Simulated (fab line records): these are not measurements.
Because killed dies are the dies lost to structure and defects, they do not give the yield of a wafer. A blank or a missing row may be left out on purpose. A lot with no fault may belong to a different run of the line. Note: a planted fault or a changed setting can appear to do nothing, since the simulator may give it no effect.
2 desks looking at one fault -- flow ritCmos -- numbers are kept per desk, each desk with only its own; the story behind them comes last

== DESK OF THE TOOL OWNER: pvdSputter-04 ==
The tool's own readings at RIT_M1_SPUTTER_00 (material Al, target thk 400 nm, time 500 s): means of the sampled wafers that have a number, for each lot that ran on this tool. A lot is out of limits, marked OUT, if its mean lies more than 4 standard deviations from the usual mean; the brackets give that distance.
Columns: A = substrateTempC at RIT_M1_SPUTTER_00, usual 25.00 C; B = throttleValvePct at RIT_M1_SPUTTER_00, usual 29.8 %
lot,first seen here,A,B
L821,day 4 00:02,24.98,30.3
L824,day 4 17:09,24.94,28.9
L827,day 5 04:44,25.04,28.7
L829,day 5 11:49,25.10,29.5
L831,day 6 00:09,25.02,29.2
L838,day 7 08:20,24.87,29.4
L840,day 8 08:26,25.00,28.9
Result from this desk: across the 7 lots, nothing is out of limits.

== METROLOGY DESK ==
Means of the sampled wafers that have a number, per lot and without regard to the tool the lot ran on: this is what the gauges read. A lot is out of limits, marked OUT, if its mean lies more than 4 standard deviations from the usual mean; the brackets give that distance.
Columns: A = M1_AL_RS at RIT_M1_RS_MEAS_01, usual 0.0740 ohm/sq; B = M1_AL_THK at RIT_M1_THK_MEAS_02, usual 404 nm
lot,first seen here,A,B
L821,day 4 00:20,0.0734,407
L822,day 4 05:16,0.0732,409
L823,day 4 12:49,0.0736,409
L824,day 4 17:28,0.0749,402
L827,day 5 05:03,0.0743,404
L828,day 5 10:44,0.0740,407
L829,day 5 12:10,0.0739,406
L830,day 5 18:10,0.0732,410
L831,day 6 00:27,0.0746,399
L833,day 6 09:00,0.0732,405
L838,day 7 08:38,0.0672 (-9.1) OUT,452 (+9.8) OUT
L837,day 7 11:20,0.0745,400
L840,day 8 08:45,0.0668 (-9.6) OUT,459 (+11) OUT
L842,day 8 15:30,0.0744,397
Per this desk, out of limits: L838, L840; the first was L838, day 7 08:38 (M1_AL_RS at RIT_M1_RS_MEAS_01). L821, L822, L823, L824, L827, L828, L829, L830, L831, L833, L837, L842 stayed within limits.

== TAKEN TOGETHER ==
L838, L840 would have let the metrology desk raise an alarm at day 7 08:38.
The tool owner's desk saw nothing out of limits.
On record at the tool owner's desk: L838, L840, within its limits.
Every lot named ran RIT_M1_SPUTTER_00 on pvdSputter-04.

== WHAT THE SIMULATOR HAD PUT IN ==
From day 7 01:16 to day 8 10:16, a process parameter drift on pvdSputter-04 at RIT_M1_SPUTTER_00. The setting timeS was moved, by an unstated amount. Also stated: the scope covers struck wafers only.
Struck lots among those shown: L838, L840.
Hours from the fault's start to each desk's first reading out of limits: the metrology desk, 7.
